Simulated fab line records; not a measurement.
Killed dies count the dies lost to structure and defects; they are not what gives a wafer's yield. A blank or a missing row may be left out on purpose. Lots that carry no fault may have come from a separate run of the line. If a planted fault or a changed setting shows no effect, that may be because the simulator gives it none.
A lot that was struck, set against a sound lot | flow berkeleyCmos170 | 20 steps out of a route of 331
Sound: these wafers, L414.1, L414.3, L414.4. Wafers struck: L423.2, L423.4, L423.6. At the end, the cause is stated.
Per side, at each step with rows, come the tool, then ch with its chambers, and then its first start. Under that, the readings that differ: sound wafers | struck wafers | difference of the means | sigmas: that difference in standard deviations of wafers without a fault.
alike: words and numbers the same on both sides, and readings whose means are apart by under 2 such deviations; not compared: readings that were withheld, readings missing a value for some wafer, numbers with overlapping values and no deviation given by the record, and bounds like >300 which may hide the same value.
Wherever a step has rows on one side only, a row that says differs or no value, or a row with sigmas, the two part there. Numbers that have no deviation but don't overlap get no sigmas and don't part them. A reading missing from all wafers of one side parts the sides only when that side holds two or more wafers.

UCB170_PVT_TW_MEAS_09:
  sound on filmMetro-04, day 7 13:24; struck on filmMetro-02, day 8 22:44
reading | sound       | struck      | difference | sigmas
PVT_TW  | 512 512 515 | 505 506 502 | -9         | -3
then, 1 step without rows for these wafers: UCB170_GATE_WET_ETCH_00 (etches SiO2 in dHF, time 200 s).
UCB170_FIELD_THK_MEAS_91:
  sound on filmMetro-02, day 7 14:18; struck on filmMetro-01, day 8 22:53
  alike: FIELD_OXIDE_LEFT_2_THK
then, 1 step without rows for these wafers: UCB170_GATE_OXIDATION_01 (target thk 6.6 nm, ox time 1800 s).
UCB170_GATE_THK_MEAS_02:
  sound on filmMetro-03, day 7 18:00; struck on filmMetro-03, day 9 03:39
  alike: GATE_OXIDE_THK
then, 2 steps without rows for these wafers: UCB170_GATE_ANNEAL_03 (time 1800 s); UCB170_GATE_CVD_04 (deposits poly-Si from SiH4, time 1440 s, target thk 214 nm).
UCB170_GATE_THK_MEAS_05:
  sound on filmMetro-01, day 7 23:50; struck on filmMetro-01, day 9 12:59
  alike: GATE_POLY_THK
then, 4 steps without rows for these wafers: UCB170_GATE_COAT_06; UCB170_GATE_COAT_07 (resist thk 900 nm); UCB170_GATE_SOFTBAKE_08 (time 60 s); UCB170_GATE_EXPOSE_09 (exposes mask POLY, target cd 350 nm).
UCB170_GATE_PEB_10:
  sound on lithoTrack-03 ch 0, day 8 00:28; struck on lithoTrack-03 ch 0, day 9 14:04
reading               | sound                | struck               | difference | sigmas
heaterPowerTotalW (W) | 56.81 56.74 56.79    | 57.55 57.51 57.54    | +0.75      | +18
plateTempC (C)        | 129.83 129.95 129.96 | 131.38 131.29 131.30 | +1.41      | +10
then, 1 step without rows for these wafers: UCB170_GATE_DEVELOP_11 (develop time 45 s).
UCB170_GATE_CD_MEAS_12 targets a cd of 350 nm.
  sound on cdSem-01, day 8 00:44; struck on cdSem-01, day 9 14:43
reading   | sound             | struck            | difference | sigmas
cdNm (nm) | 351.6 350.4 350.1 | 342.1 342.9 343.0 | -8.0       | -6
  not compared: hold
UCB170_GATE_OVL_MEAS_13:
  sound on overlay-02, day 8 00:52; struck on overlay-02, day 9 19:40
reading | sound | struck                                                                  | difference                   | sigmas
hold    | - - - | awaitDispo/4.8h/release awaitDispo/4.8h/release awaitDispo/4.8h/release | no value on the sound wafers | 
  alike: GATE_OVL
UCB170_GATE_ETCH_14: etches BARC in N2/H2.
  sound on rieDiel-01 ch 0,3, day 8 00:54; struck on rieDiel-03 ch 0,2, day 9 19:41
reading                  | sound       | struck      | difference | sigmas
drypumpMotorCurrentA (A) | 5.4 6.1 6.1 | 5.3 4.7 4.7 | -1.0       | -2
  alike: oesProductAu, throttleValvePct
UCB170_GATE_ETCH_15: etches poly-Si in HBr/Cl2, stops on SiO2, time 56.3 s, target depth 278.2 nm.
  sound on rieSi-01 ch 0,1,2, day 8 00:56; struck on rieSi-02 ch 0,2,3, day 9 19:44
reading              | sound             | struck            | difference | sigmas
model.GATE.cdNm (nm) | 351.1 350.7 350.2 | 341.7 342.1 342.3 | -8.6       | 
  alike: drypumpMotorCurrentA, heBacksideLeakSccm, oesProductAu, throttleValvePct
  not compared: rfHoursCounterH
UCB170_GATE_STRIP_16: strips in O2.
  sound on plasmaAsher-04 ch 0,1, day 8 00:59; struck on plasmaAsher-04 ch 0,1, day 9 19:47
  alike: drypumpMotorCurrentA, oesProductAu
  not compared: rfHoursCounterH
UCB170_M3_PROBE_99:
  rows exist in the record for the struck wafers here (prober-01, day 11 09:41), but not for the sound ones

WHERE THEY PART
Last at UCB170_M3_PROBE_99 as far as this record goes, first at UCB170_PVT_TW_MEAS_09.

WHY: the cause the simulator had injected
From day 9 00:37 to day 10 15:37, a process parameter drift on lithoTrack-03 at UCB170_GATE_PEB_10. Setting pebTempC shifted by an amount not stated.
